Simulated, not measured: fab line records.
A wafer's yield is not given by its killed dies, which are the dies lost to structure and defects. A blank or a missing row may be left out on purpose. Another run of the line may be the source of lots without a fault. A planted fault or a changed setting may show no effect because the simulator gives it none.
Problem report in the 8D (eight disciplines) form, filled by code + flow rit cmos + the parts of the form that need people (team, actions taken, sign-off) are left out

1. PROBLEM STATEMENT
ACTIVE_NITRIDE_THK at RIT_ACTIVE_THK_MEAS_04 reads a mean of 185.7 nm on 3 wafers of 1 lot; wafers without a fault read 149.8 nm with a standard deviation of 1.4. That is +26 standard deviations from the usual mean.
First seen on wafer L733.2, day 4 09:32, on film metro-02. Wafers with a number at this step in the record: 39, from 13 lots. Rule for "out" (also "out of limits"): further than 4 standard deviations from the usual mean. Any other wafer with a number is counted as sound.

2. WHAT THIS IS AND IS NOT
| question                    | is                     | is not                                                                                             |
|-----------------------------|------------------------|----------------------------------------------------------------------------------------------------|
| which readings at this step | ACTIVE_NITRIDE_THK     | -                                                                                                  |
| which lots                  | L733                   | L720, L721, L722, L723, L724, L726, L734, L735, L738, L739, L740, L742                             |
| which wafers of those lots  | all that have a number | -                                                                                                  |
| read on which gauges        | film metro-02          | film metro-03, film metro-04                                                                       |
| when                        | from day 4 09:32       | up to then (18 sound wafers); but 18 sound wafers of L734, L735, L738, L739, L740, L742 came after |

3. SUSPECTS, AND WHAT RULES EACH OUT
Counting: any tool at a process step up to the reading is kept as a suspect provided that every lot that is out went through it and no sound lot did after the first of them.
- ruled out: the gauge at RIT_ACTIVE_THK_MEAS_04. All the wafers that are out were read on film metro-02, but those of them that RIT_ACTIVE_CVD_03 has rows for are out there too, on other tools.
- lpcvd-02 at RIT_ACTIVE_CVD_03 (deposits Si3N4 from SiH2Cl2/NH3, target thk 150 nm, time 1500 s): kept. It ran the lot that is out, L733 (day 4 08:06), and no sound lot after that; its last sound lot up to then is L720 (day 1 12:34). Out on those wafers are its own readings of spike tc centre C, spike tc load C.
Remaining after the count: lpcvd-02 at RIT_ACTIVE_CVD_03.

4. THE CAUSE (what the simulator had put in)
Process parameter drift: lpcvd-02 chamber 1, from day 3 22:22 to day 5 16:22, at RIT_ACTIVE_CVD_03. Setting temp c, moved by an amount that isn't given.
After counting, this tool was the only one left.

5. SEQUENCE OF EFFECTS, ordered by route
One row per reading whose mean, taken over the struck wafers that have a number, lies over 3 standard deviations from the usual. Scope: only readings with a usual standard deviation given in the record; hours: median across lots of the time from each lot's start at the first step in this table that gives one to its start at this step; sigmas: change in usual standard deviations.
| hours | step                   | reading            | usual      | on struck wafers | change | sigmas |
|-------|------------------------|--------------------|------------|------------------|--------|--------|
| 0     | RIT_ACTIVE_CVD_03      | spike tc centre C  | 811.4 C    | 822.0            | +10.6  | +8.1   |
| 0     | RIT_ACTIVE_CVD_03      | spike tc load C    | 832.9 C    | 845.3            | +12.4  | +4.8   |
| 1     | RIT_ACTIVE_THK_MEAS_04 | ACTIVE_NITRIDE_THK | 149.8 nm   | 185.7            | +35.9  | +26    |
| 3     | RIT_ACTIVE_ETCH_13     | oes product au     | 0.817 a.u. | 0.916            | +0.099 | +9.0   |
It contains these process steps:
- RIT_ACTIVE_CVD_03: deposits Si3N4 from SiH2Cl2/NH3, target thk 150 nm, time 1500 s.
- RIT_ACTIVE_ETCH_13: etches Si3N4 in SF6, stops on SiO2, time 210 s, target depth 210 nm.
At these later measuring or inspecting steps, every struck wafer for which the step has a row has a number for every such reading, and none has moved that far: RIT_PWELL_TW_MEAS_10, RIT_M1_BOW_MEAS_16.

6. HOW IT WOULD HAVE BEEN CAUGHT EARLIER
The first out-of-limits reading at a measuring or inspecting step in this record came at day 4 09:32, 11 hours after the fault's start at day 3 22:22.
Tool's own readings at RIT_ACTIVE_CVD_03, spike tc centre C, spike tc load C: out on all struck wafers the step has rows for; an alarm limit on them would have tripped on the first.
Each of the lots that are out, 1 in all, had begun RIT_ACTIVE_CVD_03 on lpcvd-02 no later than day 4 09:32. Had the tool been put on hold then, not one of them would have been saved.
